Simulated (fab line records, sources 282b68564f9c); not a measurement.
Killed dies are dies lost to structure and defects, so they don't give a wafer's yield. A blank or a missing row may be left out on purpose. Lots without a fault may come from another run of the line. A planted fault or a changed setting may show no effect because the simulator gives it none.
One fault seen from 2 desks | flow rit_cmos | each desk has only its own numbers; what lay behind them comes last

THE TOOL OWNER'S DESK: furnace-01
The tool's own readings at RIT_REOX_OXIDATION_03 (target thk 25.2 nm, ox time 5580 s): means of the sampled wafers that have a number, for each lot that ran on this tool. A lot is out of limits, marked OUT, if its mean lies more than 4 standard deviations from the usual mean; the brackets give that distance.
Columns: A = ox_temp_c at RIT_REOX_OXIDATION_03, usual 900.1 C
lot  | first seen here | A
L581 | day 3 19:32     | 899.9
L585 | day 4 17:16     | 900.4
L588 | day 5 07:17     | 900.1
L590 | day 5 17:18     | 899.9
L591 | day 5 23:07     | 900.3
This desk's finding: nothing out of limits on any of the 5 lots.

THE METROLOGY DESK
What the gauges read, lot by lot, whatever tool the lot ran on: means of the sampled wafers that have a number. A lot is out of limits, marked OUT, if its mean lies more than 4 standard deviations from the usual mean; the brackets give that distance.
Columns: A = REOX_OXIDE_THK at RIT_REOX_THK_MEAS_04, usual 25.4 nm
lot  | first seen here | A
L576 | day 2 19:26     | 25.6
L577 | day 3 03:17     | 24.7
L578 | day 3 09:00     | 25.1
L580 | day 3 16:41     | 24.7
L581 | day 3 22:05     | 25.2
L582 | day 4 04:07     | 25.6
L583 | day 4 15:10     | 25.9
L585 | day 4 19:49     | 25.1
L587 | day 5 06:37     | 24.9
L588 | day 5 09:50     | 14.7 (-19) OUT
L589 | day 5 14:31     | 25.5
L590 | day 5 19:52     | 15.1 (-18) OUT
L591 | day 6 01:40     | 15.9 (-17) OUT
L596 | day 7 02:37     | 26.2
L597 | day 7 05:11     | 26.6
This desk's finding: out of limits on L588, L590, L591; first on L588, day 5 09:50 (REOX_OXIDE_THK at RIT_REOX_THK_MEAS_04). In limits: L576, L577, L578, L580, L581, L582, L583, L585, L587, L589, L596, L597.

PUT TOGETHER
The metrology desk could have raised an alarm at day 5 09:50, on L588, L590, L591.
The tool owner's desk saw nothing out of limits.
The tool owner's desk has L588, L590, L591 on record, within its limits.
Of the lots named, all ran RIT_REOX_OXIDATION_03 on furnace-01.

WHAT THE SIMULATOR HAD PUT IN
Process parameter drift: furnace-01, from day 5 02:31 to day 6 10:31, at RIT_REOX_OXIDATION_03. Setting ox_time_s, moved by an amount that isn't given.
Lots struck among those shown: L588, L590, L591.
Hours from the fault's start to each desk's first reading out of limits: the metrology desk, 7.
